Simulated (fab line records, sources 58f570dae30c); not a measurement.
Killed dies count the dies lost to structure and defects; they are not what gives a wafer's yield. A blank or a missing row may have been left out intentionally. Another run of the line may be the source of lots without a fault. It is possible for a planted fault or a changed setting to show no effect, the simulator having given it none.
What tool caused it? :: flow berkeley cmos170 :: 7 lots with 21 wafers sampled at 3 steps, on a route of 331 steps

## WHAT EACH GAUGE READ, for each wafer
UCB170_M1_THK_MEAS_02: measures by xrf.
lot: L494
measured: day 7 01:06
on: film metro-02
M1_AL_THK (nm): 596 590 596

lot: L497
measured: day 7 16:40
on: film metro-02
M1_AL_THK (nm): 602 608 604

lot: L501
measured: day 8 00:22
on: film metro-03
M1_AL_THK (nm): 595 587 587

lot: L499
measured: day 8 10:26
on: film metro-02
M1_AL_THK (nm): 586 585 527

lot: L507
measured: day 10 14:16
on: film metro-02
M1_AL_THK (nm): 599 599 607

lot: L513
measured: day 11 06:51
on: film metro-03
M1_AL_THK (nm): 597 607 596

lot: L515
measured: day 11 19:54
on: film metro-02
M1_AL_THK (nm): 594 593 596

## WHAT TOOL EACH LOT RAN ON (gives the tool, then ch and the chambers of the sampled wafers, and finally the start)
lot: L494
UCB170_CONTACT_STRIP_06: plasma asher-02 ch 0,1, day 6 21:52
UCB170_M1_SPUTTER_00: pvd sputter-03, day 7 00:55

lot: L497
UCB170_CONTACT_STRIP_06: plasma asher-04 ch 0,1, day 7 14:14
UCB170_M1_SPUTTER_00: pvd sputter-01, day 7 16:29

lot: L501
UCB170_CONTACT_STRIP_06: plasma asher-04 ch 0,1, day 7 21:45
UCB170_M1_SPUTTER_00: pvd sputter-02, day 8 00:11

lot: L499
UCB170_CONTACT_STRIP_06: plasma asher-01 ch 0,1, day 8 07:23
UCB170_M1_SPUTTER_00: pvd sputter-03, day 8 10:14

lot: L507
UCB170_CONTACT_STRIP_06: plasma asher-01 ch 0,1, day 10 10:50
UCB170_M1_SPUTTER_00: pvd sputter-01, day 10 14:05

lot: L513
UCB170_CONTACT_STRIP_06: plasma asher-04 ch 0,1, day 11 00:17
UCB170_M1_SPUTTER_00: pvd sputter-01, day 11 06:40

lot: L515
UCB170_CONTACT_STRIP_06: plasma asher-04 ch 0,1, day 11 17:14
UCB170_M1_SPUTTER_00: pvd sputter-03, day 11 19:43
- UCB170_CONTACT_STRIP_06: strips in O2.
- UCB170_M1_SPUTTER_00: material Al, target thk 600 nm, time 80 s.

## THE ANSWER, worked out from the rows above alone
Rule: the lots themselves supply what counts as usual. Put in order of their means at a reading, lots are off if they are a third of the lots or fewer, leave a main group of 4 or more, and stand apart from it by a gap of 3 or more times the standard deviation of the main group's means; of several such gaps the widest counts. A main group is skipped when, at the precision printed for the reading in the tables above, its means are all equal. Also off: a lot with no number at a reading for which 4 or more lots have one. Where the step has rows for the other lots, those lots are counted as sound.
Off: L499, seen at UCB170_M1_THK_MEAS_02 (M1_AL_THK). Main group: mean 597 nm, sd 5.1.
If a tool, at a process step before that reading, ran all the lots that are off and no sound lot after the first of them, it fits. The gauges at UCB170_M1_THK_MEAS_02 are tried like those tools. No candidate that was tried fits.

## WHAT THE SIMULATOR HAD INSERTED
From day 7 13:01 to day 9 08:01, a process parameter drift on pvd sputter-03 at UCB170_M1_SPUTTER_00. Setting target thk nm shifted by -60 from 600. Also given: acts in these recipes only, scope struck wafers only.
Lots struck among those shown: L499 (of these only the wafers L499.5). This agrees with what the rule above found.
